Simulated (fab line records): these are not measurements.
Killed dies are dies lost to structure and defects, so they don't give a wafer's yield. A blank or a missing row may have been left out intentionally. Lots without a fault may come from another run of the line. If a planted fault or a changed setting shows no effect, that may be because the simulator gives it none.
fab line records ; flow berkeleyCmos170
record lots=14; wafers=42; lastDay=11
route steps=331 shown GATE@139 NLDD@164 NSD@191
lots with no fault: from the same line, run without faults
startH: hours from the record's opening day to when the first of the lot's shown wafers began ; waitH: time in hours since the lot's previous step ; " the same as in the row above ; L1.1+2: a single row standing in for several wafers ; - value missing, or start not given ; * or withheld: withheld ; < > ~ a bound
route shown NAME@n: a module of which the file shows steps, and the number in the route of the first ; usual: mean and standard deviation over wafers with no fault ; same: alike in all rows ; chamber/n: place in a boat ; sites: readings site by site ; _std_site: standard deviation across them ; _edge_site: inner sites' mean taken away from outer sites' mean ; radiusMm: how far each site lies from the wafer's centre ; mask NAME#n: copy n ; behind: the most recent tool/chamber to have shaped the wafer ; hold: why the lot was held/for how many hours/how that ended ; device: transistor that didn't switch, given as n, p or np ; end of line: the same wafers' tests at the end of the route ; for a step that has no rows: nothing shown but its recipe ; killed: at the first sort, the dies lost to defects and structure; wafer yield is something else ; map: the dies of a wafer, with x for killed, . for not killed, _ for no die there
set.NAME: the run value of the setting; set.NAME@STEP: its run value at that earlier step ; model.NAME: the simulator's own value behind a step, which no gauge read
route steps across a sampled set of lots; one table per step, one row per wafer
## steps
# step UCB170_GATE_OVL_MEAS_13
# usual GATE_OVL=2/7.6
lot.wafer;tool;chamber;startH;waitH;GATE_OVL[nm]
L107.2;overlay-01;-;112.16;0.1;6
L107.4;overlay-01;-;112.16;0.1;5
L107.6;overlay-01;-;112.16;0.1;10
L108.1;overlay-01;-;122.17;0.1;-1
L108.4;overlay-01;-;122.17;0.1;-7
L108.5;overlay-01;-;122.17;0.1;-7
L109.3;overlay-01;-;135.23;0.1;4
L109.4;overlay-01;-;135.23;0.1;0
L109.5;overlay-01;-;135.23;0.1;1
L110.3;overlay-02;-;135.35;0.1;-1
L110.4;overlay-02;-;135.35;0.1;-5
L110.5;overlay-02;-;135.35;0.1;-9
L113.2;overlay-01;-;137.50;0.1;-7
L113.4;overlay-01;-;137.50;0.1;0
L113.6;overlay-01;-;137.50;0.1;-8
L111.2;overlay-01;-;137.59;0.1;12
L111.4;overlay-01;-;137.59;0.1;14
L111.5;overlay-01;-;137.59;0.1;12
L112.1;overlay-02;-;137.77;0.1;3
L112.2;overlay-02;-;137.77;0.1;5
L112.4;overlay-02;-;137.77;0.1;0
L121.4;overlay-01;-;187.36;0.1;8
L121.5;overlay-01;-;187.36;0.1;11
L121.6;overlay-01;-;187.36;0.1;4
L122.2;overlay-02;-;187.59;0.1;-9
L122.3;overlay-02;-;187.59;0.1;-7
L122.6;overlay-02;-;187.59;0.1;-8
L123.4;overlay-01;-;199.53;0.1;-8
L123.5;overlay-01;-;199.53;0.1;2
L123.6;overlay-01;-;199.53;0.1;-11
L124.3;overlay-02;-;199.76;0.1;-5
L124.4;overlay-02;-;199.76;0.1;8
L124.5;overlay-02;-;199.76;0.1;1
L126.1;overlay-01;-;219.51;0.1;6
L126.4;overlay-01;-;219.51;0.1;1
L126.5;overlay-01;-;219.51;0.1;6
L127.2;overlay-02;-;219.63;0.1;11
L127.4;overlay-02;-;219.63;0.1;2
L127.5;overlay-02;-;219.63;0.1;13
L129.3;overlay-02;-;231.12;0.1;8
L129.4;overlay-02;-;231.12;0.1;13
L129.6;overlay-02;-;231.12;0.1;4
# step UCB170_NLDD_CD_MEAS_06
# recipe targetCdNm=1200
# usual cdNm=1200.5/1.2
lot.wafer;tool;chamber;startH;waitH;cdNm
L107.2;cdSem-01;-;115.93;-;1198.7
L107.4;cdSem-01;-;115.93;-;1200.5
L107.6;cdSem-01;-;115.93;-;1199.8
L108.1;cdSem-02;-;127.88;-;1201.0
L108.4;cdSem-02;-;127.88;-;1199.6
L108.5;cdSem-02;-;127.88;-;1199.1
L109.3;cdSem-02;-;140.80;-;1201.3
L109.4;cdSem-02;-;140.80;-;1201.4
L109.5;cdSem-02;-;140.80;-;1201.6
L110.3;cdSem-01;-;141.04;-;1202.9
L110.4;cdSem-01;-;141.04;-;1201.7
L110.5;cdSem-01;-;141.04;-;1201.9
L113.2;cdSem-02;-;141.27;-;1199.2
L113.4;cdSem-02;-;141.27;-;1198.1
L113.6;cdSem-02;-;141.27;-;1200.9
L111.2;cdSem-02;-;141.51;-;1201.2
L111.4;cdSem-02;-;141.51;-;1199.2
L111.5;cdSem-02;-;141.51;-;1201.2
L112.1;cdSem-01;-;142.72;-;1200.3
L112.2;cdSem-01;-;142.72;-;1201.2
L112.4;cdSem-01;-;142.72;-;1201.4
L121.4;cdSem-01;-;190.80;-;1199.1
L121.5;cdSem-01;-;190.80;-;1199.5
L121.6;cdSem-01;-;190.80;-;1199.0
L122.2;cdSem-02;-;190.88;-;1199.9
L122.3;cdSem-02;-;190.88;-;1200.6
L122.6;cdSem-02;-;190.88;-;1200.7
L123.4;cdSem-01;-;203.12;-;1199.3
L123.5;cdSem-01;-;203.12;-;1200.1
L123.6;cdSem-01;-;203.12;-;1199.0
L124.3;cdSem-02;-;203.66;-;1199.0
L124.4;cdSem-02;-;203.66;-;1198.7
L124.5;cdSem-02;-;203.66;-;1198.5
L126.1;cdSem-01;-;226.27;-;1200.1
L126.4;cdSem-01;-;226.27;-;1200.3
L126.5;cdSem-01;-;226.27;-;1200.5
L127.2;cdSem-01;-;226.56;-;1200.7
L127.4;cdSem-01;-;226.56;-;1199.9
L127.5;cdSem-01;-;226.56;-;1201.1
L129.3;cdSem-02;-;234.30;-;1202.9
L129.4;cdSem-02;-;234.30;-;1201.8
L129.6;cdSem-02;-;234.30;-;1202.0
# step UCB170_NSD_PEB_04
# recipe pebTempC=130; pebTimeS=withheld; resist=KrF
# usual chillPlateTempC=23.01/0.11; exhaustPa=45.0/0.91; resistLineTempC=23.01/0.091
lot.wafer;tool;chamber;startH;waitH;chillPlateTempC;exhaustPa;resistLineTempC
L107.2;lithoTrack-02;0;123.78;0.8;23.01;43.8;22.89
L107.4;lithoTrack-02;0;123.78;0.8;23.11;45.1;22.93
L107.6;lithoTrack-02;0;123.78;0.8;23.04;44.4;23.09
L108.1;lithoTrack-04;0;137.52;0.1;23.04;46.3;22.99
L108.4;lithoTrack-04;0;137.52;0.1;23.02;45.4;22.91
L108.5;lithoTrack-04;0;137.52;0.1;23.03;45.6;23.00
L113.2;lithoTrack-03;0;149.29;0.9;23.05;47.7;22.90
L113.4;lithoTrack-03;0;149.29;0.9;23.05;46.9;23.12
L113.6;lithoTrack-03;0;149.29;0.9;23.09;45.0;23.00
L110.3;lithoTrack-04;0;149.35;0.8;22.91;43.7;23.12
L110.4;lithoTrack-04;0;149.35;0.8;22.96;44.0;23.07
L110.5;lithoTrack-04;0;149.35;0.8;22.96;44.8;22.96
L109.3;lithoTrack-04;0;150.08;0.7;23.12;45.2;23.00
L109.4;lithoTrack-04;0;150.08;0.7;22.95;44.4;22.94
L109.5;lithoTrack-04;0;150.08;0.7;23.21;46.4;23.10
L111.2;lithoTrack-02;-;150.18;0.6;-;-;-
L111.4;lithoTrack-02;-;150.18;0.6;-;-;-
L111.5;lithoTrack-02;-;150.18;0.6;-;-;-
L112.1;lithoTrack-04;-;151.65;0.6;-;-;-
L112.2;lithoTrack-04;-;151.65;0.6;-;-;-
L112.4;lithoTrack-04;-;151.65;0.6;-;-;-
L122.2;lithoTrack-04;0;199.98;0.1;23.10;45.0;23.24
L122.3;lithoTrack-04;0;199.98;0.1;22.90;45.1;23.09
L122.6;lithoTrack-04;0;199.98;0.1;23.20;44.8;23.01
L121.4;lithoTrack-03;0;200.27;0.1;22.92;44.5;22.90
L121.5;lithoTrack-03;0;200.27;0.1;22.92;44.8;22.84
L121.6;lithoTrack-03;0;200.27;0.1;23.00;44.1;22.88
L123.4;lithoTrack-04;0;211.94;0.5;22.93;45.3;22.97
L123.5;lithoTrack-04;0;211.94;0.5;22.95;45.9;22.92
L123.6;lithoTrack-04;0;211.94;0.5;22.75;45.4;22.83
L124.3;lithoTrack-02;0;211.99;0.1;22.98;44.2;23.19
L124.4;lithoTrack-02;0;211.99;0.1;23.05;43.7;23.19
L124.5;lithoTrack-02;0;211.99;0.1;23.01;44.6;22.98
L126.1;lithoTrack-04;0;234.72;0.3;22.99;46.3;22.93
L126.4;lithoTrack-04;0;234.72;0.3;23.22;45.7;22.98
L126.5;lithoTrack-04;0;234.72;0.3;23.12;45.1;23.04
L127.2;lithoTrack-04;0;235.30;0.1;22.90;44.9;22.82
L127.4;lithoTrack-04;0;235.30;0.1;22.91;44.2;22.98
L127.5;lithoTrack-04;0;235.30;0.1;23.06;44.6;22.94
L129.3;lithoTrack-03;0;243.56;0.4;22.94;45.0;23.13
L129.4;lithoTrack-03;0;243.56;0.4;22.89;43.3;22.91
L129.6;lithoTrack-03;0;243.56;0.4;22.89;44.8;23.21
# step UCB170_SDANNEAL_RS_MEAS_03
# recipe thkMeasGauge=four-point-probe
# usual NSD_RS=37.28/0.077
lot.wafer;tool;chamber;startH;waitH;NSD_RS[ohm/sq]
L107.2;filmMetro-04;-;126.56;0.1;37.32
L107.4;filmMetro-04;-;126.56;0.1;37.32
L107.6;filmMetro-04;-;126.56;0.1;37.29
L108.1;filmMetro-03;-;139.86;0.1;37.27
L108.4;filmMetro-03;-;139.86;0.1;37.32
L108.5;filmMetro-03;-;139.86;0.1;37.39
L113.2;filmMetro-03;-;151.94;0.1;37.24
L113.4;filmMetro-03;-;151.94;0.1;37.29
L113.6;filmMetro-03;-;151.94;0.1;37.33
L110.3;filmMetro-04;-;152.37;0.1;37.27
L110.4;filmMetro-04;-;152.37;0.1;37.30
L110.5;filmMetro-04;-;152.37;0.1;37.29
L109.3;filmMetro-03;-;152.75;0.1;37.23
L109.4;filmMetro-03;-;152.75;0.1;37.22
L109.5;filmMetro-03;-;152.75;0.1;37.35
L111.2;filmMetro-02;-;153.49;0.1;37.24
L111.4;filmMetro-02;-;153.49;0.1;37.30
L111.5;filmMetro-02;-;153.49;0.1;37.31
L112.1;filmMetro-02;-;154.24;0.1;37.43
L112.2;filmMetro-02;-;154.24;0.1;37.30
L112.4;filmMetro-02;-;154.24;0.1;37.45
L122.2;filmMetro-04;-;202.12;0.1;37.34
L122.3;filmMetro-04;-;202.12;0.1;37.35
L122.6;filmMetro-04;-;202.12;0.1;37.28
L121.4;filmMetro-02;-;202.52;0.1;37.33
L121.5;filmMetro-02;-;202.52;0.1;37.28
L121.6;filmMetro-02;-;202.52;0.1;37.28
L124.3;filmMetro-02;-;216.69;0.1;37.31
L124.4;filmMetro-02;-;216.69;0.1;37.26
L124.5;filmMetro-02;-;216.69;0.1;37.32
L123.4;filmMetro-03;-;216.71;0.1;37.31
L123.5;filmMetro-03;-;216.71;0.1;37.34
L123.6;filmMetro-03;-;216.71;0.1;37.26
L126.1;filmMetro-03;-;236.61;0.1;37.29
L126.4;filmMetro-03;-;236.61;0.1;37.27
L126.5;filmMetro-03;-;236.61;0.1;37.32
L127.2;filmMetro-03;-;237.50;0.1;37.16
L127.4;filmMetro-03;-;237.50;0.1;37.06
L127.5;filmMetro-03;-;237.50;0.1;37.21
L129.3;filmMetro-03;-;246.01;0.1;37.41
L129.4;filmMetro-03;-;246.01;0.1;37.24
L129.6;filmMetro-03;-;246.01;0.1;37.28
## key
firstSign step=UCB170_NSD_PEB_04; reading=toolRecord; direction=missing
effect none on later readings
metAt UCB170_NSD_PEB_04
struckLots L111,L112
sortLeftOut L111.2,L111.4,L111.5,L112.1,L112.2,L112.4
testerLeftOut L111,L112
notActingAt UCB170_GATE_OVL_MEAS_13,UCB170_NLDD_CD_MEAS_06,UCB170_SDANNEAL_RS_MEAS_03
onsetBetween 149.35 150.18
fault kind=skippedStepWhole; tool=lithoTrack-02,lithoTrack-04; chamber=-; onsetH=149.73; steps=UCB170_NSD_PEB_04; scope=struckLotsOnly
# testerLeftOut: of these lots the tester's yield and bins aren't shown, on N5 and GAA mostly nor the transistor test; their killed dies are dies lost to structure and defects alone, not to doping, threshold or leakage, so they don't give the yield
# sortLeftOut: the simulated sort isn't trusted on such a fault, so these wafers' sort isn't shown, and their yield isn't known
